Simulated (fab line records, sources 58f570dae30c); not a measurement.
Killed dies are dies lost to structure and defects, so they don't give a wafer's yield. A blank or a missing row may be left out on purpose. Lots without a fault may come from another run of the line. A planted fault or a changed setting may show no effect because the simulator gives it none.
fab line records | flow berkeley_cmos170
record lots=7 wafers=21 last_day=9
route steps=331 shown PLDD@154 NLDD@158 SPACER@171 PSD@175 NSD@187
lots that met no fault: from a run of the same line without faults
start_h: hours from the record's first day to the start of the lot's first wafer shown | wait_h: hours since the lot's step before | " the same as in the row above | L1.1+2: a row that stands for several wafers | - no value, or no start given | * or withheld: withheld | < > ~ a bound
route shown NAME@n: a module of which the file shows steps, and the number in the route of the first | usual: mean/standard deviation of fault-free wafers | same: alike in all rows | chamber/n: place in a boat | sites: the reading at each site | _std_site: their standard deviation | _edge_site: outer sites' mean less inner sites' | radius_mm: how far each site lies from the wafer's centre | mask NAME#n: copy n | behind: the tool/chamber that last shaped the wafer | hold: why the lot was held/for how many hours/how that ended | device: the transistor (n, p or np) that didn't switch | end of line: the same wafers' tests at the end of the route | a step without rows: its recipe alone | killed: dies lost to structure and defects at the first sort, not the wafer's yield | map: a wafer's dies, x killed, . not, _ none there
set.NAME: the setting as run; set.NAME@STEP: as run at that earlier step | model.NAME: the simulator's own value behind a step, which no gauge read
lots at some steps of the route; a table a step, a row a wafer
services: from which hour (start_h, from the record's first day; less than 0 if before it) a tool's chamber was out of use, for how many hours, and why
## steps
# step UCB170_PLDD_IMPLANT_09
# recipe species=BF2 dose_cm2=5e+13 energy_kev=10 tilt_deg=7 rotation_deg=180
# step UCB170_PLDD_STRIP_10
# recipe chemistry=O2 power_w=400 pressure_mtorr=3500 platen_temp_c=withheld o2_flow_sccm=400 overash_fraction=0.5
# usual drypump_motor_current_A=5.77/0.24 oes_product_au=0.735/0.0043 strip_time_to_endpoint_s=21.94/0.064
# columns lot.wafer tool chamber start_h wait_h drypump_motor_current_A oes_product_au rf_hours_counter_h strip_time_to_endpoint_s
L685.1 plasma_asher-03 0 129.93 0.1 6.08 0.740 33 21.89
L685.4 " 1 " " 6.03 0.736 - 21.85
L685.5 " 0 " " 6.09 0.734 - 21.82
L687.1 plasma_asher-02 0 130.48 0.1 5.91 0.739 1 21.98
L687.4 " 0 " " 5.90 0.739 - 22.02
L687.6 " 1 " " 5.58 0.726 - 22.03
L690.1 plasma_asher-01 1 142.65 0.1 5.60 0.733 44 21.95
L690.2 " 0 " " 5.45 0.743 44 22.01
L690.6 " 1 " " 5.63 0.734 - 21.98
L689.2 plasma_asher-01 0 142.77 0.1 5.44 0.733 44 21.98
L689.3 " 0 " " 5.44 0.733 - 22.00
L689.4 " 1 " " 5.65 0.739 - 22.00
L695.1 plasma_asher-02 1 178.47 0.1 5.59 0.736 7 21.81
L695.5 " 0 " " 5.92 0.730 - 21.88
L695.6 " 1 " " 5.60 0.735 - 21.91
L694.1 plasma_asher-01 1 178.65 0.1 5.65 0.744 48 22.05
L694.2 " 0 " " 5.46 0.741 48 22.05
L694.6 " 0 " " 5.47 0.737 - 22.01
L696.3 plasma_asher-03 1 186.57 0.1 6.06 0.739 - 22.08
L696.4 " 0 " " 6.08 0.732 - 22.05
L696.5 " 1 " " 6.03 0.737 - 21.96
# step UCB170_PLDD_TW_MEAS_11
# usual PLDD_TW=1013/4.7
# columns lot.wafer tool chamber start_h wait_h PLDD_TW
L685.1 film_metro-03 - 130.03 0.1 1013
L685.4 " - " " 1015
L685.5 " - " " 1014
L687.1 film_metro-04 - 130.58 0.1 1006
L687.4 " - " " 1002
L687.6 " - " " 1007
L690.1 film_metro-04 - 142.75 0.1 1015
L690.2 " - " " 1012
L690.6 " - " " 1007
L689.2 film_metro-04 - 142.88 0.1 1009
L689.3 " - " " 1008
L689.4 " - " " 1009
L695.1 film_metro-01 - 178.57 0.1 1012
L695.5 " - " " 1009
L695.6 " - " " 1015
L694.1 film_metro-04 - 178.75 0.1 1007
L694.2 " - " " 1001
L694.6 " - " " 1008
L696.3 film_metro-01 - 186.65 0.1 1017
L696.4 " - " " 1006
L696.5 " - " " 1013
# step UCB170_PLDD_CLEAN_12
# recipe chemistry=SPM temp_c=120 time_s=600
# step UCB170_NLDD_HMDS_00
# recipe prime_time_s=60 prime_temp_c=100
# step UCB170_NLDD_COAT_01
# recipe resist=KrF spin_rpm=1500 resist_thk_nm=900
# step UCB170_NLDD_SOFTBAKE_02
# recipe resist=KrF temp_c=130 time_s=60
# step UCB170_NLDD_EXPOSE_03
# recipe mask_id=NSELECT na=0.5 sigma_outer=0.6 source_shape=conventional target_cd_nm=1200 dose_mj=30
# step UCB170_NLDD_PEB_04
# recipe peb_temp_c=130 peb_time_s=withheld resist=KrF
# step UCB170_NLDD_DEVELOP_05
# recipe developer=TMAH develop_time_s=45 resist=KrF dev_temp_c=21
# step UCB170_NLDD_CD_MEAS_06
# recipe target_cd_nm=1200
# usual cd_nm=1199.7/1.4
# columns lot.wafer tool chamber start_h wait_h cd_nm
L685.1 cd_sem-02 - 131.94 - 1199.4
L685.4 " - " " 1199.8
L685.5 " - " " 1198.8
L687.1 cd_sem-01 - 133.11 - 1201.3
L687.4 " - " " 1200.8
L687.6 " - " " 1201.6
L690.1 cd_sem-02 - 143.99 - 1197.5
L690.2 " - " " 1198.5
L690.6 " - " " 1197.6
L689.2 cd_sem-02 - 144.23 - 1201.7
L689.3 " - " " 1200.8
L689.4 " - " " 1201.3
L695.1 cd_sem-02 - 180.16 - 1197.3
L695.5 " - " " 1199.0
L695.6 " - " " 1198.9
L694.1 cd_sem-01 - 180.26 - 1199.4
L694.2 " - " " 1198.7
L694.6 " - " " 1200.9
L696.3 cd_sem-02 - 188.41 - 1198.4
L696.4 " - " " 1199.0
L696.5 " - " " 1199.2
# step UCB170_NLDD_OVL_MEAS_07
# usual NLDD_OVL=-2/5.3
# columns lot.wafer tool chamber start_h wait_h NLDD_OVL[nm]
L685.1 overlay-02 - 132.06 0.1 -2
L685.4 " - " " -4
L685.5 " - " " -2
L687.1 overlay-02 - 133.23 0.1 -3
L687.4 " - " " -1
L687.6 " - " " -12
L690.1 overlay-02 - 144.11 0.1 2
L690.2 " - " " 6
L690.6 " - " " 3
L689.2 overlay-02 - 144.34 0.1 -3
L689.3 " - " " -5
L689.4 " - " " -4
L695.1 overlay-02 - 180.28 0.1 -8
L695.5 " - " " -4
L695.6 " - " " -9
L694.1 overlay-02 - 180.38 0.1 -2
L694.2 " - " " -2
L694.6 " - " " -1
L696.3 overlay-01 - 188.50 0.1 -4
L696.4 " - " " -5
L696.5 " - " " -7
# step UCB170_NLDD_IMPLANT_08
# recipe species=As dose_cm2=5e+13 energy_kev=30 tilt_deg=7 rotation_deg=0
# usual dose_ions_cm2=5e+13/6.1e+10 implant_ion_amu=75/0 rotation_deg=-0.004/0.018
# columns lot.wafer tool chamber start_h wait_h dose_ions_cm2 implant_ion_amu rotation_deg model.implant.drp_nm model.implant.rp_nm
L685.1 implanter-04 0 132.09 0.0 5.001e+13 75 -0.018 9.611 21.3
L685.4 " 0 " " 5.008e+13 75 -0.015 9.611 21.3
L685.5 " 0 " " 5.013e+13 75 -0.010 9.611 21.3
L687.1 implanter-03 0 133.27 0.0 4.998e+13 75 0.003 9.611 21.21
L687.4 " 0 " " 5.001e+13 75 -0.003 9.611 21.21
L687.6 " 0 " " 5e+13 75 0.042 9.611 21.21
L690.1 implanter-03 0 144.14 0.0 5.004e+13 75 -0.023 9.611 21.85
L690.2 " 0 " " 4.995e+13 75 -0.033 9.611 21.85
L690.6 " 0 " " 4.998e+13 75 -0.038 9.611 21.85
L689.2 implanter-04 0 144.39 0.0 5.005e+13 75 -0.019 9.611 21.47
L689.3 " 0 " " 5e+13 75 -0.012 9.611 21.47
L689.4 " 0 " " 4.996e+13 75 -0.006 9.611 21.47
L695.1 implanter-02 0 180.32 0.0 5.008e+13 49 -0.005 12.97 24.18
L695.5 " 0 " " 5.003e+13 49 -0.016 12.97 24.18
L695.6 " 0 " " 5.002e+13 49 0.015 12.97 24.18
L694.1 implanter-03 0 180.42 0.0 5.01e+13 49 0.022 12.97 23.79
L694.2 " 0 " " 5.012e+13 49 0.019 12.97 23.79
L694.6 " 0 " " 5.008e+13 49 0.005 12.97 23.79
L696.3 implanter-02 0 188.58 0.1 5.003e+13 49 0.004 12.97 23.05
L696.4 " 0 " " 4.994e+13 49 -0.004 12.97 23.05
L696.5 " 0 " " 4.997e+13 49 -0.017 12.97 23.05
# step UCB170_NLDD_IMPLANT_09
# recipe species=As dose_cm2=5e+13 energy_kev=30.53 tilt_deg=7 rotation_deg=180
# step UCB170_NLDD_STRIP_10
# recipe chemistry=O2 power_w=400 pressure_mtorr=3500 platen_temp_c=withheld o2_flow_sccm=400 overash_fraction=0.5
# usual drypump_motor_current_A=5.9/0.42 oes_product_au=0.734/0.0045 strip_time_to_endpoint_s=21.62/0.066
# columns lot.wafer tool chamber start_h wait_h drypump_motor_current_A oes_product_au rf_hours_counter_h strip_time_to_endpoint_s
L685.1 plasma_asher-04 1 132.39 0.1 5.6 0.737 43 21.69
L685.4 " 0 " " 6.6 0.737 - 21.71
L685.5 " 0 " " 6.6 0.726 - 21.62
L687.1 plasma_asher-01 1 133.57 0.1 5.6 0.744 43 21.66
L687.4 " 1 " " 5.6 0.734 - 21.58
L687.6 " 0 " " 5.4 0.730 - 21.64
L690.1 plasma_asher-04 1 144.44 0.1 5.6 0.730 45 21.55
L690.2 " 0 " " 6.5 0.728 45 21.53
L690.6 " 1 " " 5.5 0.732 - 21.56
L689.2 plasma_asher-03 1 144.67 0.1 6.0 0.729 35 21.65
L689.3 " 0 " " 6.1 0.728 - 21.66
L689.4 " 1 " " 6.1 0.725 - 21.72
L695.1 plasma_asher-04 1 180.62 0.1 5.5 0.731 48 21.58
L695.5 " 1 " " 5.5 0.738 - 21.53
L695.6 " 0 " " 6.6 0.735 - 21.53
L694.1 plasma_asher-01 0 180.72 0.1 5.5 0.732 48 21.65
L694.2 " 1 " " 5.6 0.738 48 21.60
L694.6 " 1 " " 5.7 0.735 - 21.60
L696.3 plasma_asher-04 0 188.86 0.1 6.6 0.729 - 21.66
L696.4 " 1 " " 5.5 0.737 - 21.65
L696.5 " 0 " " 6.6 0.735 - 21.70
# step UCB170_NLDD_TW_MEAS_11
# usual NLDD_TW=2227/13
# columns lot.wafer tool chamber start_h wait_h NLDD_TW
L685.1 film_metro-03 - 132.49 0.1 2222
L685.4 " - " " 2229
L685.5 " - " " 2209
L687.1 film_metro-03 - 133.67 0.1 2237
L687.4 " - " " 2213
L687.6 " - " " 2225
L690.1 film_metro-03 - 144.54 0.1 2245
L690.2 " - " " 2234
L690.6 " - " " 2228
L689.2 film_metro-01 - 144.78 0.1 2231
L689.3 " - " " 2229
L689.4 " - " " 2241
L695.1 film_metro-01 - 180.72 0.1 1934
L695.5 " - " " 1932
L695.6 " - " " 1939
L694.1 film_metro-04 - 180.82 0.1 1923
L694.2 " - " " 1926
L694.6 " - " " 1911
L696.3 film_metro-04 - 188.95 0.1 1920
L696.4 " - " " 1923
L696.5 " - " " 1905
# step UCB170_NLDD_CLEAN_12
# recipe chemistry=SPM temp_c=120 time_s=600
# step UCB170_SPACER_CVD_00
# recipe material=SiO2 target_thk_nm=376 temp_c=390 precursor=TEOS/O2 time_s=47 rf_w=550 pressure_mtorr=9000
# usual heater_power_w=262/54
# columns lot.wafer tool chamber start_h wait_h heater_power_w
L685.1 pecvd-04 2 132.87 0.0 230
L685.4 " 1 " " 333
L685.5 " 0 " " 249
L687.1 pecvd-01 2 133.92 0.0 258
L687.4 " 1 " " 215
L687.6 " 0 " " 220
L690.1 pecvd-04 0 144.78 0.0 199
L690.2 " 2 " " 286
L690.6 " 0 " " 211
L689.2 pecvd-01 1 145.00 0.0 309
L689.3 " 2 " " 300
L689.4 " 2 " " 296
L695.1 pecvd-01 1 180.95 0.0 314
L695.5 " 0 " " 182
L695.6 " 1 " " 221
L694.1 pecvd-04 2 181.06 0.0 258
L694.2 " 1 " " 340
L694.6 " 2 " " 262
L696.3 pecvd-01 2 189.16 0.0 239
L696.4 " 2 " " 255
L696.5 " 0 " " 239
# step UCB170_SPACER_THK_MEAS_01
# recipe reads=SiO2_of_SPACER_CVD_00
# usual SPACER_TEOS_THK=377/4.8
# columns lot.wafer tool chamber start_h wait_h SPACER_TEOS_THK[nm]
L685.1 film_metro-02 - 132.92 0.0 376
L685.4 " - " " 373
L685.5 " - " " 380
L687.1 film_metro-01 - 133.96 0.0 375
L687.4 " - " " 374
L687.6 " - " " 379
L690.1 film_metro-02 - 144.82 0.0 375
L690.2 " - " " 377
L690.6 " - " " 378
L689.2 film_metro-02 - 145.05 0.0 370
L689.3 " - " " 380
L689.4 " - " " 380
L695.1 film_metro-03 - 180.99 0.0 375
L695.5 " - " " 382
L695.6 " - " " 388
L694.1 film_metro-01 - 181.11 0.0 370
L694.2 " - " " 369
L694.6 " - " " 381
L696.3 film_metro-03 - 189.22 0.0 374
L696.4 " - " " 382
L696.5 " - " " 383
# step UCB170_SPACER_ANNEAL_02
# recipe temp_c=900 time_s=1800 ambient=N2
# step UCB170_SPACER_ETCHBACK_03
# recipe stop_on=Si target=SiO2 chemistry=CHF3/CF4/Ar CHF3_flow_sccm=50 cf4_flow_sccm=10 Ar_flow_sccm=120 pressure_mtorr=200 rf_w=500 target_depth_a=3760 time_s=100
# usual drypump_motor_current_A=5.8/0.32 oes_product_au=0.907/0.018 throttle_valve_pct=6.48/0.1
# columns lot.wafer tool chamber start_h wait_h drypump_motor_current_A oes_product_au rf_hours_counter_h throttle_valve_pct
L685.1 rie_diel-04 0 137.24 0.0 5.5 0.910 19 6.37
L685.4 " 1 " " 5.9 0.908 96 6.43
L685.5 " 2 " " 6.4 0.915 - 6.46
L687.1 rie_diel-01 2 137.24 0.0 5.7 0.887 97 6.49
L687.4 " 3 " " 5.6 0.901 - 6.41
L687.6 " 2 " " 5.7 0.889 - 6.50
L689.2 rie_diel-03 0 151.53 0.0 5.8 0.871 4 6.68
L689.3 " 3 " " 5.3 0.926 17 6.40
L689.4 " 1 " " 6.3 0.929 55 6.64
L690.1 rie_diel-01 3 151.53 0.0 5.5 0.913 90 6.40
L690.2 " 2 " " 5.7 0.897 98 6.49
L690.6 " 1 " " 5.7 0.889 - 6.42
L694.1 rie_diel-03 1 187.01 0.0 6.3 0.909 56 6.64
L694.2 " 2 " " 5.5 0.893 10 6.37
L694.6 " 3 " " 5.3 0.938 - 6.41
L695.1 rie_diel-01 1 187.01 0.0 5.7 0.887 9 6.43
L695.5 " 3 " " 5.6 0.922 - 6.40
L695.6 " 0 " " 6.0 0.949 - 6.48
L696.3 rie_diel-03 0 195.04 0.0 5.8 0.880 5 6.68
L696.4 " 3 " " 5.3 0.927 18 6.40
L696.5 " 2 " " 5.5 0.912 - 6.36
# step UCB170_PSD_HMDS_00
# recipe prime_time_s=60 prime_temp_c=100
# step UCB170_PSD_COAT_01
# recipe resist=KrF spin_rpm=1500 resist_thk_nm=900
# step UCB170_PSD_SOFTBAKE_02
# recipe resist=KrF temp_c=130 time_s=60
# step UCB170_PSD_EXPOSE_03
# recipe mask_id=PSELECT_MOD na=0.5 sigma_outer=0.6 source_shape=conventional target_cd_nm=1200 dose_mj=30
# step UCB170_PSD_PEB_04
# recipe peb_temp_c=130 peb_time_s=withheld resist=KrF
# step UCB170_PSD_DEVELOP_05
# recipe developer=TMAH develop_time_s=45 resist=KrF dev_temp_c=21
# step UCB170_PSD_CD_MEAS_06
# recipe target_cd_nm=1200
# usual cd_nm=1200.0/1.7
# columns lot.wafer tool chamber start_h wait_h cd_nm
L687.1 cd_sem-02 - 139.47 - 1200.4
L687.4 " - " " 1200.1
L687.6 " - " " 1200.7
L685.1 cd_sem-01 - 139.90 - 1198.1
L685.4 " - " " 1200.5
L685.5 " - " " 1198.5
L689.2 cd_sem-01 - 153.87 - 1199.5
L689.3 " - " " 1198.8
L689.4 " - " " 1199.2
L690.1 cd_sem-02 - 154.13 - 1201.1
L690.2 " - " " 1202.2
L690.6 " - " " 1201.1
L695.1 cd_sem-01 - 188.53 - 1200.6
L695.5 " - " " 1201.0
L695.6 " - " " 1200.6
L694.1 cd_sem-02 - 188.63 - 1200.0
L694.2 " - " " 1198.4
L694.6 " - " " 1199.2
L696.3 cd_sem-01 - 196.60 - 1203.0
L696.4 " - " " 1202.0
L696.5 " - " " 1201.9
# step UCB170_PSD_OVL_MEAS_07
# usual PSD_OVL=1/5.1
# columns lot.wafer tool chamber start_h wait_h PSD_OVL[nm]
L687.1 overlay-01 - 139.59 0.1 -3
L687.4 " - " " -6
L687.6 " - " " -3
L685.1 overlay-01 - 140.02 0.1 3
L685.4 " - " " -1
L685.5 " - " " 5
L689.2 overlay-02 - 153.98 0.1 -1
L689.3 " - " " -1
L689.4 " - " " -2
L690.1 overlay-01 - 154.25 0.1 5
L690.2 " - " " 4
L690.6 " - " " 8
L695.1 overlay-01 - 188.65 0.1 -4
L695.5 " - " " -3
L695.6 " - " " -9
L694.1 overlay-01 - 188.75 0.1 0
L694.2 " - " " -5
L694.6 " - " " -4
L696.3 overlay-01 - 196.69 0.1 5
L696.4 " - " " -1
L696.5 " - " " 2
# step UCB170_PSD_IMPLANT_08
# recipe species=B dose_cm2=3e+15 energy_kev=20 tilt_deg=7
# step UCB170_PSD_STRIP_09
# recipe chemistry=O2 power_w=400 pressure_mtorr=3500 platen_temp_c=withheld o2_flow_sccm=400 overash_fraction=0.5
# usual drypump_motor_current_A=6.0/0.32 oes_product_au=0.600/0.0046 strip_time_to_endpoint_s=29.41/0.078
# columns lot.wafer tool chamber start_h wait_h drypump_motor_current_A oes_product_au rf_hours_counter_h strip_time_to_endpoint_s
L687.1 plasma_asher-03 0 139.78 0.1 6.1 0.602 34 29.40
L687.4 " 1 " " 6.1 0.608 - 29.32
L687.6 " 1 " " 6.1 0.604 - 29.38
L685.1 plasma_asher-04 1 140.21 0.1 5.6 0.606 44 29.25
L685.4 " 0 " " 6.6 0.600 - 29.39
L685.5 " 1 " " 5.6 0.601 - 29.31
L689.2 plasma_asher-04 1 154.16 0.1 5.5 0.603 45 29.33
L689.3 " 0 " " 6.6 0.598 - 29.41
L689.4 " 1 " " 5.6 0.594 - 29.40
L690.1 plasma_asher-03 1 154.43 0.1 6.1 0.608 36 29.43
L690.2 " 0 " " 6.1 0.594 36 29.42
L690.6 " 1 " " 6.1 0.607 - 29.45
L695.1 plasma_asher-02 1 188.83 0.1 5.6 0.606 8 29.43
L695.5 " 1 " " 5.6 0.602 - 29.38
L695.6 " 0 " " 5.9 0.608 - 29.33
L694.1 plasma_asher-04 0 188.98 0.1 6.5 0.599 49 29.45
L694.2 " 1 " " 5.6 0.591 49 29.51
L694.6 " 0 " " 6.6 0.610 - 29.44
L696.3 plasma_asher-04 1 196.90 0.1 5.6 0.603 - 29.32
L696.4 " 0 " " 6.6 0.604 - 29.37
L696.5 " 0 " " 6.6 0.605 - 29.41
# step UCB170_PSD_TW_MEAS_10
# usual PSD_TW=2337/13
# columns lot.wafer tool chamber start_h wait_h PSD_TW
L687.1 film_metro-03 - 139.88 0.1 2336
L687.4 " - " " 2336
L687.6 " - " " 2323
L685.1 film_metro-04 - 140.31 0.1 2317
L685.4 " - " " 2324
L685.5 " - " " 2311
L689.2 film_metro-01 - 154.27 0.1 2337
L689.3 " - " " 2347
L689.4 " - " " 2337
L690.1 film_metro-03 - 154.53 0.1 2335
L690.2 " - " " 2350
L690.6 " - " " 2341
L695.1 film_metro-03 - 188.93 0.1 2345
L695.5 " - " " 2348
L695.6 " - " " 2340
L694.1 film_metro-04 - 189.08 0.1 2312
L694.2 " - " " 2315
L694.6 " - " " 2321
L696.3 film_metro-01 - 196.98 0.1 2343
L696.4 " - " " 2363
L696.5 " - " " 2357
# step UCB170_PSD_CLEAN_11
# recipe chemistry=SPM temp_c=120 time_s=600
# step UCB170_NSD_HMDS_00
# recipe prime_time_s=60 prime_temp_c=100
# step UCB170_NSD_COAT_01
# recipe resist=KrF spin_rpm=1500 resist_thk_nm=900
# step UCB170_NSD_SOFTBAKE_02
# recipe resist=KrF temp_c=130 time_s=60
# step UCB170_NSD_EXPOSE_03
# recipe mask_id=NSELECT_MOD na=0.5 sigma_outer=0.6 source_shape=conventional target_cd_nm=1200 dose_mj=30
# step UCB170_NSD_PEB_04
# recipe peb_temp_c=130 peb_time_s=withheld resist=KrF
# step UCB170_NSD_DEVELOP_05
# recipe developer=TMAH develop_time_s=45 resist=KrF dev_temp_c=21
# step UCB170_NSD_CD_MEAS_06
# recipe target_cd_nm=1200
# usual cd_nm=1200.2/1.4
# columns lot.wafer tool chamber start_h wait_h cd_nm
L687.1 cd_sem-02 - 141.51 - 1201.6
L687.4 " - " " 1201.2
L687.6 " - " " 1200.9
L685.1 cd_sem-02 - 141.90 - 1201.1
L685.4 " - " " 1200.5
L685.5 " - " " 1201.2
L689.2 cd_sem-02 - 155.46 - 1199.1
L689.3 " - " " 1198.5
L689.4 " - " " 1199.3
L690.1 cd_sem-01 - 155.75 - 1198.9
L690.2 " - " " 1201.6
L690.6 " - " " 1199.5
L695.1 cd_sem-02 - 192.82 - 1200.4
L695.5 " - " " 1200.9
L695.6 " - " " 1201.2
L694.1 cd_sem-01 - 193.06 - 1200.0
L694.2 " - " " 1199.6
L694.6 " - " " 1199.0
L696.3 cd_sem-01 - 199.33 - 1198.9
L696.4 " - " " 1199.7
L696.5 " - " " 1198.3
# step UCB170_NSD_OVL_MEAS_07
# usual NSD_OVL=0/6.7
# columns lot.wafer tool chamber start_h wait_h NSD_OVL[nm]
L687.1 overlay-01 - 141.63 0.1 -2
L687.4 " - " " 1
L687.6 " - " " 1
L685.1 overlay-01 - 142.02 0.1 4
L685.4 " - " " 1
L685.5 " - " " 4
L689.2 overlay-02 - 155.56 0.1 3
L689.3 " - " " -4
L689.4 " - " " 2
L690.1 overlay-01 - 155.87 0.1 2
L690.2 " - " " 10
L690.6 " - " " 15
L695.1 overlay-02 - 192.94 0.1 6
L695.5 " - " " 5
L695.6 " - " " -1
L694.1 overlay-01 - 193.18 0.1 -6
L694.2 " - " " -17
L694.6 " - " " -6
L696.3 overlay-02 - 199.42 0.1 -2
L696.4 " - " " 14
L696.5 " - " " -3
# step UCB170_NSD_IMPLANT_08
# recipe species=P dose_cm2=2.957e+15 energy_kev=40 tilt_deg=7
# step UCB170_SDANNEAL_RS_MEAS_05
# recipe thk_meas_gauge=four-point-probe
# usual NLDD_RS=615.7/1.7
# columns lot.wafer tool chamber start_h wait_h NLDD_RS[ohm/sq]
L687.1 film_metro-03 - 143.37 0.1 618.1
L687.4 " - " " 618.4
L687.6 " - " " 617.3
L685.1 film_metro-01 - 143.81 0.1 614.9
L685.4 " - " " 616.2
L685.5 " - " " 614.5
L689.2 film_metro-03 - 157.39 0.1 615.0
L689.3 " - " " 616.5
L689.4 " - " " 616.2
L690.1 film_metro-03 - 158.17 0.1 616.5
L690.2 " - " " 618.3
L690.6 " - " " 616.6
L695.1 film_metro-04 - 194.67 0.1 -
L695.5 " - " " -
L695.6 " - " " -
L694.1 film_metro-03 - 194.92 0.1 -
L694.2 " - " " -
L694.6 " - " " -
L696.3 film_metro-01 - 201.51 0.1 -
L696.4 " - " " -
L696.5 " - " " -
## services
# columns tool chamber start_h hours kind
rie_diel-04 3 106.42 - clean
rie_diel-04 3 106.42 12.4 scheduled_down
rie_diel-01 1 108.05 2.9 repair
plasma_asher-02 - 108.75 9.0 pm
plasma_asher-02 0 108.75 9.0 vent_cycle
plasma_asher-02 1 108.75 9.0 vent_cycle
implanter-04 - 110.89 2.0 repair
plasma_asher-02 0 117.75 - clean
plasma_asher-02 1 117.75 - clean
plasma_asher-01 - 126.05 2.8 pm
pecvd-04 - 127.29 4.3 pm
rie_diel-03 - 132.64 1.5 repair
rie_diel-01 0 134.72 - clean
rie_diel-01 0 134.72 16.5 scheduled_down
rie_diel-01 0 134.72 16.5 vent_cycle
plasma_asher-01 - 141.20 1.2 repair
implanter-03 - 159.84 3.0 pm
implanter-02 - 171.16 5.3 pm
rie_diel-03 3 178.51 3.9 repair
implanter-04 - 179.81 3.1 pm
pecvd-01 - 183.08 0.6 repair
implanter-03 - 183.72 5.4 pm
implanter-03 - 190.30 1.9 repair
pecvd-01 - 193.07 0.9 repair
## key
first_sign step=UCB170_NLDD_IMPLANT_08 reading=implant_ion_amu direction=down sigmas=99+ usual=75 struck=49
effect step=UCB170_NLDD_TW_MEAS_11 reading=NLDD_TW direction=down sigmas=23 usual=2227 struck=1924
effect step=UCB170_SDANNEAL_RS_MEAS_05 reading=NLDD_RS direction=missing
model_effect step=UCB170_NLDD_IMPLANT_08 value=implant.drp_nm without=9.611 struck=12.97
met_at UCB170_NLDD_IMPLANT_08
struck_wafers L694.1,L694.2,L694.6,L695.1,L695.5,L695.6,L696.3,L696.4,L696.5
sort_left_out L694.1,L694.2,L694.6,L695.1,L695.5,L695.6,L696.3,L696.4,L696.5
tester_left_out L694,L695,L696
onset_between 144.14 180.32
fault kind=wrong_recipe_download tool=implanter-02,implanter-03,implanter-04 chamber=- onset_h=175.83 steps=UCB170_NLDD_IMPLANT_08 wrong_recipe.not_listed=1
# tester_left_out: of these lots the tester's yield and bins aren't shown, on N5 and GAA mostly nor the transistor test; their killed dies are dies lost to structure and defects alone, not to doping, threshold or leakage, so they don't give the yield
# sort_left_out: the simulated sort isn't trusted on such a fault, so these wafers' sort isn't shown, and their yield isn't known
